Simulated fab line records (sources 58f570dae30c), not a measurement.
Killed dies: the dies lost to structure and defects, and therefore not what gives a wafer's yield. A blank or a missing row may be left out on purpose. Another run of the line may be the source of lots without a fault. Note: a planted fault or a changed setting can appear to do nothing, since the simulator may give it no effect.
Split-lot study | flow berkeley_cmos170 | 15 wafers read from 5 lots, route of 331 steps

## THE SPLIT ITSELF
At UCB170_M1_METAL_ETCH_12 (etches Al in Cl2/BCl3, stops on PSG, target depth 780 nm, time 130 s), the setting icp_w was moved away from the recipe's 600 W on 4 of the 15 wafers read, by -11.4% to +11.2%. For the rest of the wafers, this setting stayed at what the recipe calls for.

Reading taken at the split's own step.

## THE READING
KrF_of_M1_COAT_04.thk_nm (the simulator's own value, which no gauge read), in nm, at UCB170_M1_METAL_ETCH_12 (etches Al in Cl2/BCl3, stops on PSG, target depth 780 nm, time 130 s). There is no usual value for it anywhere in the file. The 11 wafers here that ran the recipe average 435.6 nm, standard deviation 5 nm.

wafer  | tool, chamber at the split | icp_w as run, W | against the recipe | KrF_of_M1_COAT_04.thk_nm, nm | against lot-mates on the recipe
L074.4 | rie_metal-01, 0            | 600             | recipe             | 434.3                        | -
L074.5 | rie_metal-01, 0            | 600             | recipe             | 433.2                        | -
L075.1 | rie_metal-04, 0            | 600             | recipe             | 432.9                        | -
L075.4 | rie_metal-04, 1            | 638.5           | +6.4%              | 417                          | -16.5
L075.5 | rie_metal-04, 0            | 600             | recipe             | 434.2                        | -
L077.1 | rie_metal-04, 0            | 600             | recipe             | 425.8                        | -
L077.2 | rie_metal-04, 0            | 600             | recipe             | 433.3                        | -
L077.3 | rie_metal-04, 0            | 600             | recipe             | 434.9                        | -
L077.4 | rie_metal-04, 0            | 667.3           | +11.2%             | 386.6                        | -44.7
L077.5 | rie_metal-04, 0            | 667.3           | +11.2%             | 385.4                        | -45.9
L078.1 | rie_metal-01, 0            | 600             | recipe             | 440.5                        | -
L078.3 | rie_metal-01, 0            | 600             | recipe             | 436.3                        | -
L078.6 | rie_metal-01, 0            | 600             | recipe             | 440.7                        | -
L079.2 | rie_metal-02, 0            | 531.7           | -11.4%             | 485.1                        | +39.2
L079.4 | rie_metal-02, 1            | 600             | recipe             | 445.9                        | -

THE FIT
A straight line over all 15 wafers: KrF_of_M1_COAT_04.thk_nm changes by -4.27 nm for each +1% of icp_w; r = -0.98; the points scatter about the line by 5.2 nm.
The same after taking each lot's own level away (the mean of its wafers on the recipe; 15 wafers): -3.71 nm for each +1%; r = -0.99; scatter 3.4 nm.
According to that fit, moving icp_w by its largest amount changes the reading by 42 nm.
From 431.33 to 445.90 nm: that is the span of the lots' own levels, equal to 2.9 times the standard deviation above.
So the lot-to-lot level changes the slope: the two fits differ.
Check: +44.3 nm against its lot-mates is what the line predicts for one of the wafers moved furthest among these (-11.4%) when that wafer is left out of the fit. Against them it came out at +39.2 nm.

## OTHER SPLITS ON THESE WAFERS
These wafers also went through other splits before the reading. Each is held against what the fit with the lots' levels taken away leaves over:
other split on the same wafers   | wafers away from the commonest value | r with KrF_of_M1_COAT_04.thk_nm (lot level and that fit taken away)
UCB170_NSD_COAT_01 resist_thk_nm | 4                                    | -0.10
UCB170_M1_SPUTTER_00 power_w     | 0                                    | -

## THE FILE'S OWN FIT
KrF_of_M1_COAT_04.thk_nm changes by -3.72 nm for each +1% of icp_w, r = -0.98.
